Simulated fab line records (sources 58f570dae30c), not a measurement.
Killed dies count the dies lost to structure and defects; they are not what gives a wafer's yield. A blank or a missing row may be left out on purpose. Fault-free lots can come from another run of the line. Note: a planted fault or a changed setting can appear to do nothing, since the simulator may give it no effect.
Code-filled problem report in 8D (eight disciplines) form | flow berkeley cmos170 | the parts of the form that need people (team, actions taken, sign-off) are left out

1. THE ISSUE
Across 6 wafers from 2 lots, PFIELD_TW at UCB170_PFIELD_TW_MEAS_09 averages 500, while fault-free wafers read 599 with a standard deviation of 3.1. Relative to the usual mean, that is a shift of -32 standard deviations.
The first sign was on wafer L998.2 at day 7 15:05, on film metro-02. Wafers with a number at this step in the record: 42, from 14 lots. The rule behind "out" and "out of limits": a value lying over 4 standard deviations away from the usual mean. The other wafers with a number count as sound.

2. WHAT IT IS; WHAT IT IS NOT
question                    | is                           | is not
which readings at this step | PFIELD_TW                    | -
which lots                  | L102, L998                   | L100, L106, L107, L108, L987, L989, L990, L991, L992, L993, L995, L997
which wafers of those lots  | all that have a number       | -
read on which gauges        | film metro-01, film metro-02 | film metro-03
when                        | from day 7 15:05             | up to then (27 sound wafers); but 9 sound wafers of L106, L107, L108 came after

3. THE SUSPECTS, EACH WITH WHAT RULES IT OUT
Counting: a tool at any process step up to the reading remains a suspect when it ran all the lots that are out and ran no sound lot after the first of those.
- the gauge at UCB170_PFIELD_TW_MEAS_09: ruled out. The wafers that are out were read on 2 gauges (film metro-01, film metro-02).
- implanter-04 at UCB170_PFIELD_IMPLANT_07: kept. It ran every lot that is out, first L998 (day 7 14:50), and no sound lot after that; its last sound lot up to then is L997 (day 7 04:05). Out on those wafers are its own readings of dose ions cm2, faraday current uA.
The count leaves implanter-04 at UCB170_PFIELD_IMPLANT_07.

4. THE CAUSE (what the simulator had put in)
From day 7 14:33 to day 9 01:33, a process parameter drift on implanter-04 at UCB170_PFIELD_IMPLANT_07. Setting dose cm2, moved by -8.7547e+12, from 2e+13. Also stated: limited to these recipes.
Counting left only this tool.

5. THE CHAIN OF EFFECTS, in route order
One row per reading whose mean, taken over the struck wafers that have a number, lies over 3 standard deviations from the usual. Scope: only readings with a usual standard deviation given in the record; hours: median across lots of the time from each lot's start at the first step in this table that gives one to its start at this step; sigmas: change in usual standard deviations.
hours | step                     | reading            | usual      | on struck wafers | change      | sigmas
0     | UCB170_PFIELD_IMPLANT_07 | dose ions cm2      | 1.9997e+13 | 1.1246e+13       | -8.7510e+12 | -99 or more
0     | UCB170_PFIELD_IMPLANT_07 | faraday current uA | 63.5       | 35.7             | -27.8       | -21
0     | UCB170_PFIELD_TW_MEAS_09 | PFIELD_TW          | 599        | 500              | -99         | -32
It contains these process steps:
- UCB170_PFIELD_IMPLANT_07

6. WHAT WOULD HAVE CAUGHT IT SOONER
In this record the first reading out of limits at a measuring or inspecting step was taken at day 7 15:05, 1 hour after the fault began at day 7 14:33.
At UCB170_PFIELD_IMPLANT_07, the tool's own readings (dose ions cm2, faraday current uA) were out on each struck wafer the step has a row for, so an alarm limit on them would have fired on the first such wafer.
Lots out: 2; of these, L102 started UCB170_PFIELD_IMPLANT_07 on implanter-04 after day 7 15:05. A tool hold placed at that time would have kept it from harm.
